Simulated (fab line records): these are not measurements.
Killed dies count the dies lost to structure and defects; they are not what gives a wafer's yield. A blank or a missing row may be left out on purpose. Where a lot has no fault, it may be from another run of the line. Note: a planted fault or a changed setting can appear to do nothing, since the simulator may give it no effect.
fab line records	flow rit_cmos	part 1 of 2: steps 1 to 36 of 48
record: lots: 5	wafers: 15	last_day: 6
route steps=202 shown GATE@85 REOX@98 NLDD@103 PLDD@114 SPACER@125 NSD@131
lots with no fault: from the same line, run without faults
start_h: the number of hours between the record's first day and the start of the first shown wafer of the lot	wait_h: hours elapsed since this lot's preceding step	" unchanged from the row above	L1.1+2: several wafers, shown together as one row	- no value present, or no start provided	* or withheld: withheld	< > ~ a bound
route shown NAME@n: NAME is a module with steps in the file, n the number in the route of the first one	usual: mean/standard deviation taken from wafers without a fault	same: alike in all rows	chamber/n: place in a boat	sites: per-site readings	_std_site: standard deviation of those values	_edge_site: outer sites' mean less inner sites'	radius_mm: how far each site lies from the wafer's centre	mask NAME#n: copy n	behind: the most recent tool/chamber to have shaped the wafer	hold: reason for holding the lot/hours on hold/outcome of the hold	device: which transistor (n, p or np) failed to switch	end of line: the route-end tests of the same wafers	where a step has no rows: the recipe by itself	killed: count of dies lost to structure and defects at first sort (not the wafer's yield)	map: a wafer's dies, x killed, . not, _ none there
set.NAME: the run value of the setting; set.NAME@STEP: its run value at that earlier step	model.NAME: the simulator's own value behind a step, which no gauge read
a table for each step, a row for each wafer; lots at some steps of the route
services: from which hour (start_h, from the record's first day; less than 0 if before it) a tool's chamber was out of use, for how many hours, and why
== steps ==
step: RIT_GATE_THK_MEAS_09
recipe: reads: poly-Si_of_GATE_CVD_08
usual: GATE_POLY_THK: 250.6/2.2
lot.wafer	tool	chamber	start_h	wait_h	GATE_POLY_THK[nm]
L078.1	film_metro-01	-	60.73	0.0	249.0
L078.2	"	-	"	"	249.6
L078.3	"	-	"	"	249.4
L079.3	film_metro-01	-	63.44	0.0	251.4
L079.4	"	-	"	"	250.8
L079.5	"	-	"	"	250.9
L080.1	film_metro-03	-	67.72	0.0	252.5
L080.2	"	-	"	"	252.9
L080.3	"	-	"	"	253.4
L087.3	film_metro-03	-	104.61	0.0	250.1
L087.4	"	-	"	"	248.9
L087.5	"	-	"	"	249.5
L092.3	film_metro-04	-	129.95	0.0	248.8
L092.5	"	-	"	"	249.4
L092.6	"	-	"	"	248.4
step: RIT_GATE_HMDS_10
recipe: prime_time_s: 60	prime_temp_c: 140
same: prime_time_s: 60
lot.wafer	tool	chamber	start_h	wait_h
L078.1+2+3	litho_track-01	0	60.79	0.1
L079.3+4+5	litho_track-02	0	63.53	0.1
L080.1+2+3	litho_track-01	0	67.78	0.1
L087.3+4+5	litho_track-02	0	104.74	0.1
L092.3+5+6	litho_track-03	0	130.04	0.1
step: RIT_GATE_COAT_11
recipe: resist: NOVOLAK	spin_rpm: 4250	resist_thk_nm: 850
lot.wafer	tool	chamber	start_h	wait_h
L078.1+2+3	litho_track-01	0	60.94	0.1
L079.3+4+5	litho_track-02	0	63.68	0.1
L080.1+2+3	litho_track-01	0	67.93	0.1
L087.3+4+5	litho_track-02	0	104.89	0.1
L092.3+5+6	litho_track-03	0	130.19	0.1
step: RIT_GATE_SOFTBAKE_12
recipe: resist: NOVOLAK	temp_c: 90	time_s: 60
lot.wafer	tool	chamber	start_h	wait_h
L078.1+2+3	litho_track-01	0	61.09	0.1
L079.3+4+5	litho_track-02	0	63.83	0.1
L080.1+2+3	litho_track-01	0	68.08	0.1
L087.3+4+5	litho_track-02	0	105.04	0.1
L092.3+5+6	litho_track-03	0	130.34	0.1
step: RIT_GATE_EXPOSE_13
recipe: mask_id: M6	na: 0.6	source_shape: conventional	sigma_outer: 0.6	target_cd_nm: 150	dose_mj: 380
lot.wafer	tool	chamber	start_h	wait_h	mask
L078.1+2+3	iline_stepper-02	0	61.37	0.2	M6#0
L079.3+4+5	iline_stepper-01	0	64.09	0.2	M6#0
L080.1+2+3	iline_stepper-01	0	68.23	0.1	M6#0
L087.3+4+5	iline_stepper-01	0	105.30	0.2	M6#0
L092.3+5+6	iline_stepper-02	0	130.48	0.1	M6#0
step: RIT_GATE_PEB_14
recipe: resist: NOVOLAK	temp_c: withheld	time_s: withheld
lot.wafer	tool	chamber	start_h	wait_h
L078.1+2+3	litho_track-01	0	61.48	0.1
L079.3+4+5	litho_track-03	0	64.22	0.1
L080.1+2+3	litho_track-01	0	68.35	0.1
L087.3+4+5	litho_track-02	0	105.43	0.1
L092.3+5+6	litho_track-01	0	130.76	0.3
step: RIT_GATE_DEVELOP_15
recipe: resist: NOVOLAK	develop_time_s: 50	dev_temp_c: 23
lot.wafer	tool	chamber	start_h	wait_h
L078.1+2+3	litho_track-01	0	-	-
L079.3+4+5	litho_track-03	0	-	-
L080.1+2+3	litho_track-01	0	-	-
L087.3+4+5	litho_track-02	0	-	-
L092.3+5+6	litho_track-01	0	-	-
step: RIT_GATE_CD_MEAS_16
recipe: target_cd_nm: 150
usual: cd_nm: 149.6/2
lot.wafer	tool	chamber	start_h	wait_h	cd_nm
L078.1	cd_sem-01	-	61.77	-	151.8
L078.2	"	-	"	"	152.2
L078.3	"	-	"	"	151.7
L079.3	cd_sem-01	-	64.49	-	151.2
L079.4	"	-	"	"	153.9
L079.5	"	-	"	"	150.8
L080.1	cd_sem-01	-	68.63	-	150.9
L080.2	"	-	"	"	150.6
L080.3	"	-	"	"	151.1
L087.3	cd_sem-01	-	105.70	-	150.6
L087.4	"	-	"	"	149.5
L087.5	"	-	"	"	151.2
L092.3	cd_sem-02	-	131.03	-	150.2
L092.5	"	-	"	"	150.9
L092.6	"	-	"	"	150.2
step: RIT_GATE_OVL_MEAS_17
usual: GATE_OVL: 0.1/1.4
lot.wafer	tool	chamber	start_h	wait_h	GATE_OVL[nm]
L078.1	overlay-02	-	61.89	0.1	1.8
L078.2	"	-	"	"	1.9
L078.3	"	-	"	"	2.7
L079.3	overlay-02	-	64.59	0.1	-0.9
L079.4	"	-	"	"	0.7
L079.5	"	-	"	"	0.7
L080.1	overlay-02	-	68.75	0.1	0.3
L080.2	"	-	"	"	0.3
L080.3	"	-	"	"	0.2
L087.3	overlay-01	-	105.79	0.1	0.6
L087.4	"	-	"	"	-2.6
L087.5	"	-	"	"	-0.7
L092.3	overlay-02	-	131.13	0.1	0.7
L092.5	"	-	"	"	-0.3
L092.6	"	-	"	"	-0.4
step: RIT_GATE_HARDBAKE_18
recipe: resist: NOVOLAK	temp_c: 140	time_s: 60
lot.wafer	tool	chamber	start_h	wait_h
L078.1+2+3	litho_track-01	0	61.92	0.0
L079.3+4+5	litho_track-01	0	64.66	0.1
L080.1+2+3	litho_track-01	0	68.79	0.0
L087.3+4+5	litho_track-02	0	105.87	0.1
L092.3+5+6	litho_track-02	0	131.20	0.1
step: RIT_GATE_ETCH_19
recipe: chemistry: SF6/CHF3/O2	time_s: 165	SF6_flow_sccm: 30	CHF3_flow_sccm: 30	O2_flow_sccm: 5	target: poly-Si	pressure_mtorr: 40	rf_w: 160	target_depth_a: 3125	over_etch_frac: 0.25	stop_on: SiO2
usual: chamber_pressure_mTorr: 40.00/0.037	drypump_motor_current_A: 5.5/0.6	oes_product_au: 0.850/0.016	throttle_valve_pct: 10.22/0.18
lot.wafer	tool	chamber	start_h	wait_h	chamber_pressure_mTorr	drypump_motor_current_A	oes_product_au	rf_hours_counter_h	throttle_valve_pct
L078.1	rie_si-01	0	62.07	0.1	40.04	5.6	0.858	33	10.50
L078.2	"	2	"	"	39.97	4.6	0.848	2	9.94
L078.3	"	3	"	"	39.98	5.2	0.859	44	10.34
L079.3	rie_si-02	0	64.76	0.1	40.00	5.9	0.851	42	10.37
L079.4	"	3	"	"	39.93	5.7	0.817	96	10.13
L079.5	"	0	"	"	40.00	5.9	0.848	-	10.36
L080.1	rie_si-01	0	68.94	0.1	40.06	5.6	0.863	33	10.49
L080.2	"	3	"	"	40.00	5.2	0.873	44	10.33
L080.3	"	2	"	"	40.02	4.7	0.859	2	9.95
L087.3	rie_si-02	1	105.97	0.1	40.05	4.9	0.846	102	9.98
L087.4	"	0	"	"	40.02	5.9	0.843	42	10.37
L087.5	"	2	"	"	39.98	5.0	0.846	-	10.17
L092.3	rie_si-01	1	131.30	0.1	40.04	6.6	0.870	23	10.33
L092.5	"	1	"	"	39.99	6.6	0.864	-	10.32
L092.6	"	2	"	"	40.02	4.6	0.847	-	9.97
step: RIT_GATE_STRIP_20
recipe: chemistry: O2	time_s: 180	resist: NOVOLAK	platen_temp_c: withheld	power_w: 500	pressure_mtorr: 4000	o2_flow_sccm: 4000
usual: chamber_pressure_mTorr: 4000/3.9	drypump_motor_current_A: 5.6/0.4	rf_refl_power_W: 6.4/1.6
lot.wafer	tool	chamber	start_h	wait_h	chamber_pressure_mTorr	drypump_motor_current_A	rf_hours_counter_h	rf_refl_power_W
L078.1	plasma_asher-01	0	62.18	0.1	4005	5.9	43	8.9
L078.2	"	1	"	"	3998	5.8	43	4.6
L078.3	"	0	"	"	4001	5.9	-	9.2
L079.3	plasma_asher-04	0	64.93	0.1	3999	6.1	-	5.8
L079.4	"	1	"	"	3998	5.3	-	7.5
L079.5	"	1	"	"	3997	5.2	-	7.7
L080.1	plasma_asher-01	1	69.04	0.1	3999	5.8	44	4.9
L080.2	"	0	"	"	3999	5.9	44	8.9
L080.3	"	1	"	"	3995	5.8	-	4.6
L087.3	plasma_asher-01	1	106.13	0.1	3997	5.8	-	4.8
L087.4	"	0	"	"	4005	5.9	-	8.8
L087.5	"	1	"	"	4004	5.8	-	4.8
L092.3	plasma_asher-01	0	131.47	0.1	4004	5.9	-	8.7
L092.5	"	0	"	"	4003	5.9	-	8.7
L092.6	"	1	"	"	4004	5.8	-	4.5
step: RIT_GATE_CD_MEAS_90
recipe: target_cd_nm: 150
usual: cd_nm: 149.6/2
lot.wafer	tool	chamber	start_h	wait_h	cd_nm
L078.1	cd_sem-02	-	62.36	0.1	152.4
L078.2	"	-	"	"	152.2
L078.3	"	-	"	"	151.9
L079.3	cd_sem-01	-	65.08	0.1	151.1
L079.4	"	-	"	"	153.5
L079.5	"	-	"	"	150.2
L080.1	cd_sem-01	-	69.22	0.1	150.9
L080.2	"	-	"	"	151.1
L080.3	"	-	"	"	151.3
L087.3	cd_sem-02	-	106.29	0.1	150.3
L087.4	"	-	"	"	149.6
L087.5	"	-	"	"	151.3
L092.3	cd_sem-01	-	131.62	0.1	149.9
L092.5	"	-	"	"	150.8
L092.6	"	-	"	"	149.8
step: RIT_REOX_CLEAN_00
recipe: chemistry: SC1	mix: 3:3:50	time_s: 600	temp_c: 75
lot.wafer	tool	chamber	start_h	wait_h
L078.1+2+3	wet_bench-03	1	62.48	0.1
L079.3+4+5	wet_bench-04	1	65.16	0.1
L080.1+2+3	wet_bench-04	3	69.34	0.1
L087.3+4+5	wet_bench-01	0	106.37	0.1
L092.3+5+6	wet_bench-04	3	131.70	0.1
step: RIT_REOX_CLEAN_01
recipe: chemistry: dHF	dilution: 50:1	time_s: 30
lot.wafer	tool	chamber	start_h	wait_h
L078.1+2+3	wet_bench-04	1	62.83	0.0
L079.3+4+5	wet_bench-03	0	65.34	0.0
L080.1+2+3	wet_bench-03	3	69.51	0.0
L087.3+4+5	wet_bench-03	0	106.58	0.0
L092.3+5+6	wet_bench-03	2	131.88	0.0
step: RIT_REOX_CLEAN_02
recipe: chemistry: SC2	mix: 3:3:50	time_s: 600	temp_c: 75	dry: n2_spin
lot.wafer	tool	chamber	start_h	wait_h
L078.1+2+3	wet_bench-01	2	62.84	0.0
L079.3+4+5	wet_bench-01	2	65.37	0.0
L080.1+2+3	wet_bench-01	0	69.55	0.0
L087.3+4+5	wet_bench-01	1	106.59	0.0
L092.3+5+6	wet_bench-04	1	131.90	0.0
step: RIT_REOX_OXIDATION_03
recipe: temp_c: 900	ambient: O2	target_thk_a: 252	ox_time_s: 5580
usual: tube_center_temp_C: 899.99/0.082	zone_power_load_pct: 26.5/0.88
same: ox_time_s: 5580
lot.wafer	tool	chamber	start_h	wait_h	tube_center_temp_C	zone_power_load_pct
L078.1	furnace-01	0	63.24	0.2	899.99	26.2
L078.2	"	0	"	"	899.89	26.4
L078.3	"	0	"	"	899.97	25.3
L079.3	furnace-04	0	65.56	0.0	900.14	27.5
L079.4	"	0	"	"	900.15	26.5
L079.5	"	0	"	"	899.93	27.0
L080.1	furnace-01	0	69.74	0.0	900.07	26.0
L080.2	"	0	"	"	900.01	25.9
L080.3	"	0	"	"	899.97	26.0
L087.3	furnace-02	0	107.05	0.3	899.82	28.6
L087.4	"	0	"	"	899.94	27.8
L087.5	"	0	"	"	899.93	28.2
L092.3	furnace-01	0	132.46	0.4	899.85	25.8
L092.5	"	0	"	"	899.95	25.7
L092.6	"	0	"	"	900.12	26.1
step: RIT_REOX_THK_MEAS_04
recipe: reads: SiO2_of_REOX_OXIDATION_03
usual: REOX_OXIDE_THK: 25.2/0.43
lot.wafer	tool	chamber	start_h	wait_h	REOX_OXIDE_THK[nm]
L078.1	film_metro-03	-	65.79	0.0	24.6
L078.2	"	-	"	"	24.2
L078.3	"	-	"	"	24.8
L079.3	film_metro-01	-	68.13	0.0	25.0
L079.4	"	-	"	"	25.3
L079.5	"	-	"	"	25.2
L080.1	film_metro-02	-	72.29	0.0	25.1
L080.2	"	-	"	"	25.2
L080.3	"	-	"	"	25.0
L087.3	film_metro-02	-	109.62	0.0	25.8
L087.4	"	-	"	"	25.4
L087.5	"	-	"	"	25.9
L092.3	film_metro-02	-	135.03	0.0	24.7
L092.5	"	-	"	"	25.0
L092.6	"	-	"	"	24.7
step: RIT_NLDD_HMDS_00
recipe: prime_time_s: 60	prime_temp_c: 140
same: prime_time_s: 60
lot.wafer	tool	chamber	start_h	wait_h
L078.1+2+3	litho_track-04	0	65.85	0.1
L079.3+4+5	litho_track-02	0	68.22	0.1
L080.1+2+3	litho_track-04	0	72.35	0.1
L087.3+4+5	litho_track-02	0	109.71	0.1
L092.3+5+6	litho_track-04	0	135.12	0.1
step: RIT_NLDD_COAT_01
recipe: resist: NOVOLAK	spin_rpm: 3250	resist_thk_nm: 1000
lot.wafer	tool	chamber	start_h	wait_h
L078.1+2+3	litho_track-04	0	66.00	0.1
L079.3+4+5	litho_track-02	0	68.37	0.1
L080.1+2+3	litho_track-04	0	72.50	0.1
L087.3+4+5	litho_track-02	0	109.86	0.1
L092.3+5+6	litho_track-04	0	135.27	0.1
step: RIT_NLDD_SOFTBAKE_02
recipe: resist: NOVOLAK	temp_c: 90	time_s: 60
lot.wafer	tool	chamber	start_h	wait_h
L078.1+2+3	litho_track-04	0	66.15	0.1
L079.3+4+5	litho_track-02	0	68.52	0.1
L080.1+2+3	litho_track-04	0	72.65	0.1
L087.3+4+5	litho_track-02	0	110.01	0.1
L092.3+5+6	litho_track-04	0	135.42	0.1
step: RIT_NLDD_EXPOSE_03
recipe: mask_id: M7	na: 0.57	target_cd_nm: 40700	dose_mj: 250
lot.wafer	tool	chamber	start_h	wait_h	mask
L078.1+2+3	iline_stepper-02	0	66.43	0.2	M7#0
L079.3+4+5	iline_stepper-01	0	68.79	0.2	M7#0
L080.1+2+3	iline_stepper-01	0	72.80	0.1	M7#0
L087.3+4+5	iline_stepper-01	0	110.28	0.2	M7#0
L092.3+5+6	iline_stepper-01	0	135.68	0.2	M7#0
step: RIT_NLDD_PEB_04
recipe: resist: NOVOLAK	temp_c: withheld	time_s: withheld
lot.wafer	tool	chamber	start_h	wait_h
L078.1+2+3	litho_track-03	0	66.54	0.1
L079.3+4+5	litho_track-03	0	68.91	0.1
L080.1+2+3	litho_track-03	0	72.92	0.1
L087.3+4+5	litho_track-04	0	110.40	0.1
L092.3+5+6	litho_track-04	0	135.81	0.1
step: RIT_NLDD_DEVELOP_05
recipe: resist: NOVOLAK	develop_time_s: 50	dev_temp_c: 23
lot.wafer	tool	chamber	start_h	wait_h
L078.1+2+3	litho_track-03	0	-	-
L079.3+4+5	litho_track-03	0	-	-
L080.1+2+3	litho_track-03	0	-	-
L087.3+4+5	litho_track-04	0	-	-
L092.3+5+6	litho_track-04	0	-	-
step: RIT_NLDD_OVL_MEAS_06
usual: NLDD_OVL: -0.3/2.2
lot.wafer	tool	chamber	start_h	wait_h	NLDD_OVL[nm]
L078.1	overlay-02	-	66.83	-	-0.6
L078.2	"	-	"	"	-0.5
L078.3	"	-	"	"	0.0
L079.3	overlay-01	-	69.16	-	-2.7
L079.4	"	-	"	"	-2.4
L079.5	"	-	"	"	-1.5
L080.1	overlay-02	-	73.20	-	-0.9
L080.2	"	-	"	"	-1.6
L080.3	"	-	"	"	0.6
L087.3	overlay-01	-	110.65	-	-0.6
L087.4	"	-	"	"	-0.2
L087.5	"	-	"	"	1.1
L092.3	overlay-01	-	136.05	-	-0.5
L092.5	"	-	"	"	0.0
L092.6	"	-	"	"	-1.7
step: RIT_NLDD_HARDBAKE_07
recipe: resist: NOVOLAK	temp_c: 140	time_s: 60
lot.wafer	tool	chamber	start_h	wait_h
L078.1+2+3	litho_track-03	0	66.86	0.0
L079.3+4+5	litho_track-04	0	69.23	0.1
L080.1+2+3	litho_track-02	0	73.24	0.0
L087.3+4+5	litho_track-02	0	110.76	0.1
L092.3+5+6	litho_track-02	0	136.33	0.3
step: RIT_NLDD_IMPLANT_08
recipe: species: P	energy_kev: 20	dose_cm2: 5e+14	tilt_deg: 7
lot.wafer	tool	chamber	start_h	wait_h
L078.1+2+3	implanter-03	0	67.01	0.1
L079.3+4+5	implanter-01	0	69.38	0.1
L080.1+2+3	implanter-01	0	73.39	0.1
L087.3+4+5	implanter-03	0	110.91	0.1
L092.3+5+6	implanter-02	0	136.48	0.1
step: RIT_NLDD_STRIP_09
recipe: chemistry: O2	time_s: 180	resist: NOVOLAK	platen_temp_c: withheld	power_w: 500	pressure_mtorr: 4000	o2_flow_sccm: 4000
usual: chamber_pressure_mTorr: 4000/3.5	drypump_motor_current_A: 5.6/0.37	rf_refl_power_W: 6.5/1.4
lot.wafer	tool	chamber	start_h	wait_h	chamber_pressure_mTorr	drypump_motor_current_A	rf_hours_counter_h	rf_refl_power_W
L078.1	plasma_asher-03	0	67.16	0.1	3998	5.1	42	6.6
L078.2	"	1	"	"	3998	5.5	42	5.1
L078.3	"	0	"	"	4003	5.1	-	6.7
L079.3	plasma_asher-01	1	69.54	0.1	3999	5.8	-	4.8
L079.4	"	0	"	"	4005	5.9	-	9.0
L079.5	"	0	"	"	3999	5.9	-	9.0
L080.1	plasma_asher-01	1	73.54	0.1	3999	5.8	44	4.5
L080.2	"	0	"	"	4001	5.9	44	9.0
L080.3	"	1	"	"	4001	5.8	-	4.7
L087.3	plasma_asher-03	0	111.07	0.1	3995	5.2	-	6.6
L087.4	"	1	"	"	4008	5.5	-	5.2
L087.5	"	1	"	"	3999	5.5	-	5.3
L092.3	plasma_asher-04	1	136.64	0.1	3995	5.2	-	7.6
L092.5	"	0	"	"	3999	6.1	-	6.1
L092.6	"	1	"	"	4002	5.2	-	7.8
step: RIT_NLDD_TW_MEAS_10
usual: NLDD_TW: 2491/13
lot.wafer	tool	chamber	start_h	wait_h	NLDD_TW
L078.1	film_metro-02	-	67.34	0.1	2507
L078.2	"	-	"	"	2503
L078.3	"	-	"	"	2513
L079.3	film_metro-02	-	69.68	0.1	2494
L079.4	"	-	"	"	2486
L079.5	"	-	"	"	2501
L080.1	film_metro-04	-	73.71	0.1	2503
L080.2	"	-	"	"	2502
L080.3	"	-	"	"	2514
L087.3	film_metro-03	-	111.21	0.1	2476
L087.4	"	-	"	"	2493
L087.5	"	-	"	"	2487
L092.3	film_metro-02	-	136.78	0.1	2483
L092.5	"	-	"	"	2483
L092.6	"	-	"	"	2483
step: RIT_PLDD_HMDS_00
recipe: prime_time_s: 60	prime_temp_c: 140
same: prime_time_s: 60
lot.wafer	tool	chamber	start_h	wait_h
L078.1+2+3	litho_track-03	0	67.40	0.1
L079.3+4+5	litho_track-03	0	69.77	0.1
L080.1+2+3	litho_track-04	0	73.82	0.1
L087.3+4+5	litho_track-01	0	111.33	0.1
L092.3+5+6	litho_track-04	0	136.87	0.1
step: RIT_PLDD_COAT_01
recipe: resist: NOVOLAK	spin_rpm: 3250	resist_thk_nm: 1000
lot.wafer	tool	chamber	start_h	wait_h
L078.1+2+3	litho_track-03	0	67.55	0.1
L079.3+4+5	litho_track-03	0	69.92	0.1
L080.1+2+3	litho_track-04	0	73.97	0.1
L087.3+4+5	litho_track-01	0	111.48	0.1
L092.3+5+6	litho_track-04	0	137.02	0.1
step: RIT_PLDD_SOFTBAKE_02
recipe: resist: NOVOLAK	temp_c: 90	time_s: 60
lot.wafer	tool	chamber	start_h	wait_h
L078.1+2+3	litho_track-03	0	67.70	0.1
L079.3+4+5	litho_track-03	0	70.07	0.1
L080.1+2+3	litho_track-04	0	74.12	0.1
L087.3+4+5	litho_track-01	0	111.63	0.1
L092.3+5+6	litho_track-04	0	137.17	0.1
step: RIT_PLDD_EXPOSE_03
recipe: mask_id: M8	na: 0.57	target_cd_nm: 40900	dose_mj: 250
lot.wafer	tool	chamber	start_h	wait_h	mask
L078.1+2+3	iline_stepper-01	0	67.97	0.2	M8#0
L079.3+4+5	iline_stepper-02	0	70.33	0.2	M8#0
L080.1+2+3	iline_stepper-01	0	74.69	0.5	M8#0
L087.3+4+5	iline_stepper-02	0	111.89	0.2	M8#0
L092.3+5+6	iline_stepper-01	0	137.30	0.1	M8#0
step: RIT_PLDD_PEB_04
recipe: resist: NOVOLAK	temp_c: withheld	time_s: withheld
lot.wafer	tool	chamber	start_h	wait_h
L078.1+2+3	litho_track-04	0	68.09	0.1
L079.3+4+5	litho_track-04	0	70.46	0.1
L080.1+2+3	litho_track-01	0	74.93	0.2
L087.3+4+5	litho_track-04	0	112.02	0.1
L092.3+5+6	litho_track-03	0	137.43	0.1
step: RIT_PLDD_DEVELOP_05
recipe: resist: NOVOLAK	develop_time_s: 50	dev_temp_c: 23
lot.wafer	tool	chamber	start_h	wait_h
L078.1+2+3	litho_track-04	0	-	-
L079.3+4+5	litho_track-04	0	-	-
L080.1+2+3	litho_track-01	0	-	-
L087.3+4+5	litho_track-04	0	-	-
L092.3+5+6	litho_track-03	0	-	-
step: RIT_PLDD_OVL_MEAS_06
usual: PLDD_OVL: 0.0/1.4
lot.wafer	tool	chamber	start_h	wait_h	PLDD_OVL[nm]
L078.1	overlay-01	-	68.37	-	1.9
L078.2	"	-	"	"	1.8
L078.3	"	-	"	"	-1.6
L079.3	overlay-01	-	70.71	-	-1.8
L079.4	"	-	"	"	-1.7
L079.5	"	-	"	"	2.8
L080.1	overlay-01	-	75.22	-	0.4
L080.2	"	-	"	"	0.1
L080.3	"	-	"	"	0.4
L087.3	overlay-01	-	112.26	-	-0.7
L087.4	"	-	"	"	-0.3
L087.5	"	-	"	"	0.0
L092.3	overlay-01	-	137.68	-	0.2
L092.5	"	-	"	"	0.3
L092.6	"	-	"	"	-1.3
